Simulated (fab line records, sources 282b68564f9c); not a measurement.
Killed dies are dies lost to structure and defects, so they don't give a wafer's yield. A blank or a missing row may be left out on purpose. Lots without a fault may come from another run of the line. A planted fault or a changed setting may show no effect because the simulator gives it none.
A struck lot beside a sound one | flow rit_cmos | 23 steps out of a route of 202
Sound: wafers L951.1, L951.4, L951.6. Struck: wafers L954.3, L954.4, L954.6. The cause comes at the end.
At each step with rows: each side's tool, then ch and its chambers, then its first start. Under that, the readings that differ: sound wafers | struck wafers | difference of the means | sigmas: that difference in standard deviations of wafers without a fault.
alike: readings whose means differ by less than 2 such deviations, and words and numbers that are the same on both sides. not compared: withheld readings, readings that some wafer has no value for, bounds like >300 that may hide the same value, and numbers for which the record gives no deviation and whose values overlap.
The two part at a step that has a row with sigmas, a row that says differs or no value, or rows on one side only. Numbers that don't overlap but have no deviation are shown without sigmas and don't part them. A reading that every wafer of one side lacks parts them only if that side has two wafers or more.

RIT_CONTACT_CD_MEAS_08: target cd 1000 nm.
  sound on cd_sem-02, day 3 18:52; struck on cd_sem-02, day 4 08:18
  alike: cd_nm
RIT_CONTACT_OVL_MEAS_09:
  sound on overlay-02, day 3 18:59; struck on overlay-01, day 4 08:23
  reading          | sound          | struck      | difference | sigmas
  CONTACT_OVL (nm) | -2.4 -2.0 -2.8 | 1.7 2.4 1.6 | +4.3       | +3
then, 1 step without rows for these wafers: RIT_CONTACT_HARDBAKE_10 (time 60 s).
RIT_CONTACT_ETCH_11: etches SiO2 in CHF3/CF4/Ar, stops on TiSi2, target depth 480 nm, time 320 s.
  sound on rie_diel-01 ch 2,3, day 3 19:10; struck on rie_diel-02 ch 0,1,3, day 4 08:34
  alike: chamber_pressure_mTorr, drypump_motor_current_A, oes_product_au, rf_fwd_power_W, throttle_valve_pct
  not compared: rf_hours_counter_h
RIT_CONTACT_STRIP_12: strips in O2, time 180 s.
  sound on plasma_asher-03 ch 0, day 3 19:22; struck on plasma_asher-04 ch 0,1, day 4 08:49
  reading                     | sound       | struck      | difference | sigmas
  drypump_motor_current_A (A) | 4.8 4.8 4.8 | 5.5 5.8 5.6 | +0.8       | +2
  alike: chamber_pressure_mTorr
  not compared: rf_hours_counter_h
RIT_CONTACT_CD_MEAS_90: target cd 1000 nm.
  sound on cd_sem-02, day 3 19:32; struck on cd_sem-02, day 4 08:59
  alike: cd_nm
then, 2 steps without rows for these wafers: RIT_CONTACT_CLEAN_13 (cleans in SC1, time 600 s); RIT_CONTACT_CLEAN_14 (cleans in SC2, time 600 s).
RIT_M1_SPUTTER_00: material Al, target thk 400 nm, time 500 s.
  sound on pvd_sputter-04, day 3 20:01; struck on pvd_sputter-02, day 4 09:36
  alike: throttle_valve_pct
RIT_M1_RS_MEAS_01: measures by four-point-probe.
  sound on film_metro-03, day 3 20:18; struck on film_metro-03, day 4 09:56
  alike: M1_AL_RS
RIT_M1_THK_MEAS_02: measures by xrf.
  sound on film_metro-03, day 3 20:25; struck on film_metro-03, day 4 10:02
  alike: M1_AL_THK
then, 1 step without rows for these wafers: RIT_M1_HMDS_03 (prime time 60 s).
RIT_M1_COAT_04: resist thk 1300 nm.
  sound on litho_track-04 ch 0, day 3 20:38; struck on litho_track-04 ch 0, day 4 10:16
  reading                                 | sound                | struck               | difference | sigmas
  spin_speed_rpm (rpm)                    | 1997.9 1999.4 2002.6 | 2097.6 2096.6 2095.2 | +96.5      | +74
  model.NOVOLAK_of_M1_COAT_04.thk_nm (nm) | 1308 1306 1308       | 1270 1272 1269       | -37        |
then, 4 steps without rows for these wafers: RIT_M1_SOFTBAKE_05 (time 60 s); RIT_M1_EXPOSE_06 (exposes mask M12, target cd 2600 nm); RIT_M1_PEB_07; RIT_M1_DEVELOP_08 (develop time 68 s).
RIT_M1_CD_MEAS_09: target cd 2600 nm.
  sound on cd_sem-01, day 3 21:29; struck on cd_sem-02, day 4 11:07
  alike: cd_nm
RIT_M1_OVL_MEAS_10:
  sound on overlay-02, day 3 21:37; struck on overlay-01, day 4 11:13
  alike: M1_OVL
then, 1 step without rows for these wafers: RIT_M1_HARDBAKE_11 (time 120 s).
RIT_M1_METAL_ETCH_12: etches Al in Cl2/BCl3, stops on SiO2, time 165 s, target depth 600 nm.
  sound on rie_metal-04 ch 1, day 3 21:53; struck on rie_metal-04 ch 0,1, day 4 11:32
  reading                                 | sound           | struck          | difference | sigmas
  model.NOVOLAK_of_M1_COAT_04.thk_nm (nm) | 807 803.7 805.1 | 779.5 776.5 778 | -27.3      |
  alike: chamber_pressure_mTorr, drypump_motor_current_A, mfc_cl2_sccm, oes_product_au, rf_fwd_power_W, throttle_valve_pct
  not compared: rf_hours_counter_h
then, 1 step without rows for these wafers: RIT_M1_STRIP_13 (strips in nmp, time 600 s).
RIT_M1_PROBE_99:
  sound on prober-01, day 4 01:40; struck on prober-01, day 4 13:50
  reading            | sound | struck | difference | sigmas
  killed_at_M0_to_M3 | 0 1 0 | 0 0 0  | +0         | -3
  alike: defect_limited_yield, killed_at_contacts, killed_at_front_end, killed_dies, killed_open, killed_short, sort_bin_3_pad_short, sort_bin_5_function, sort_bin_6_memory, sort_n_pass, sort_yield_pct

WHERE THEY PART
First at RIT_CONTACT_OVL_MEAS_09; last, within this record, at RIT_M1_PROBE_99.

WHY: what the simulator had put in
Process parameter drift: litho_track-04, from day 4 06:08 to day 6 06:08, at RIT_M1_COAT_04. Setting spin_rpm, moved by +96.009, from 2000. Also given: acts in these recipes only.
